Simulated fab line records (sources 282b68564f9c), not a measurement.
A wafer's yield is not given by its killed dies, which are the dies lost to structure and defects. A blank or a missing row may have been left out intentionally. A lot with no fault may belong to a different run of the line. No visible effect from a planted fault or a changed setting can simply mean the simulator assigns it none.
Struck lot and sound lot, side by side ; flow rit-cmos ; 15 out of 202 route steps
Sound: wafers L263.1, L263.5, L263.6. Struck: wafers L284.1, L284.3 (left out: L284.5, a lot-mate that was not struck); the cause follows at the end.
For every step that has rows: the tool of each side, followed by ch and its chambers, followed by its first start. Under that, the readings that differ: sound wafers ; struck wafers ; difference of the means ; sigmas: that difference in standard deviations of wafers without a fault.
alike: readings with means less than 2 such deviations apart, plus words and numbers identical on both sides. not compared: withheld readings, readings lacking a value on some wafer, bounds such as >300 that could conceal the same value, and numbers that have no deviation in the record and whose values overlap.
Wherever a step has rows on one side only, a row that says differs or no value, or a row with sigmas, the two part there. When numbers do not overlap yet have no deviation, they are printed without sigmas and do not part them. A reading missing from all wafers of one side parts the sides only when that side holds two or more wafers.

first, 1 step without rows for these wafers: RIT_NWELL_IMPLANT_08.
RIT_NWELL_STRIP_09: strips in O2, time 180 s.
  sound on plasma-asher-04 ch 0,1, day 1 22:31; struck on plasma-asher-01 ch 0,1, day 6 05:56
  alike: drypump-motor-current-A, o2-flow-sccm
  not compared: rf-hours-counter-h
RIT_NWELL_TW_MEAS_10:
  struck on film-metro-04, day 6 06:07; sound on film-metro-04, day 1 22:42
  alike: NWELL_TW
then, 6 steps without rows for these wafers: RIT_PWELL_HMDS_00 (prime time 60 s); RIT_PWELL_COAT_01 (resist thk 1300 nm); RIT_PWELL_SOFTBAKE_02 (time 60 s); RIT_PWELL_EXPOSE_03 (exposes mask M3, target cd 43700 nm); RIT_PWELL_PEB_04; RIT_PWELL_DEVELOP_05 (develop time 68 s).
RIT_PWELL_OVL_MEAS_06:
  struck on overlay-02, day 6 07:03; sound on overlay-01, day 1 23:38
  alike: PWELL_OVL
then, 2 steps without rows for these wafers: RIT_PWELL_HARDBAKE_07 (time 120 s); RIT_PWELL_IMPLANT_08.
RIT_PWELL_STRIP_09: strips in O2, time 180 s.
  sound on plasma-asher-02 ch 0,1, day 2 00:06; struck on plasma-asher-03 ch 1, day 6 07:29
reading;sound;struck;difference;sigmas
o2-flow-sccm (sccm);3999 4012 4002;6005 6011;+2004;+99 or more
  alike: drypump-motor-current-A
  not compared: rf-hours-counter-h
RIT_PWELL_TW_MEAS_10:
  struck on film-metro-02, day 6 07:40; sound on film-metro-01, day 2 00:16
  alike: PWELL_TW
RIT_M1_PROBE_99:
  struck on prober-01, day 7 17:55; sound on prober-01, day 3 10:27
  alike: killed-at-front-end, killed-dies, killed-open, killed-short

== WHERE THEY PART ==
Only at RIT_PWELL_STRIP_09, within this record. Later steps at which nothing parts them and some readings are alike: RIT_PWELL_TW_MEAS_10, RIT_M1_PROBE_99.

WHY: what the simulator had put in
plasma-asher-03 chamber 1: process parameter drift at RIT_PWELL_STRIP_09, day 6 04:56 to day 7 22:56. A move of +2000 in setting o2-flow-sccm, from 4000. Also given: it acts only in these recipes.
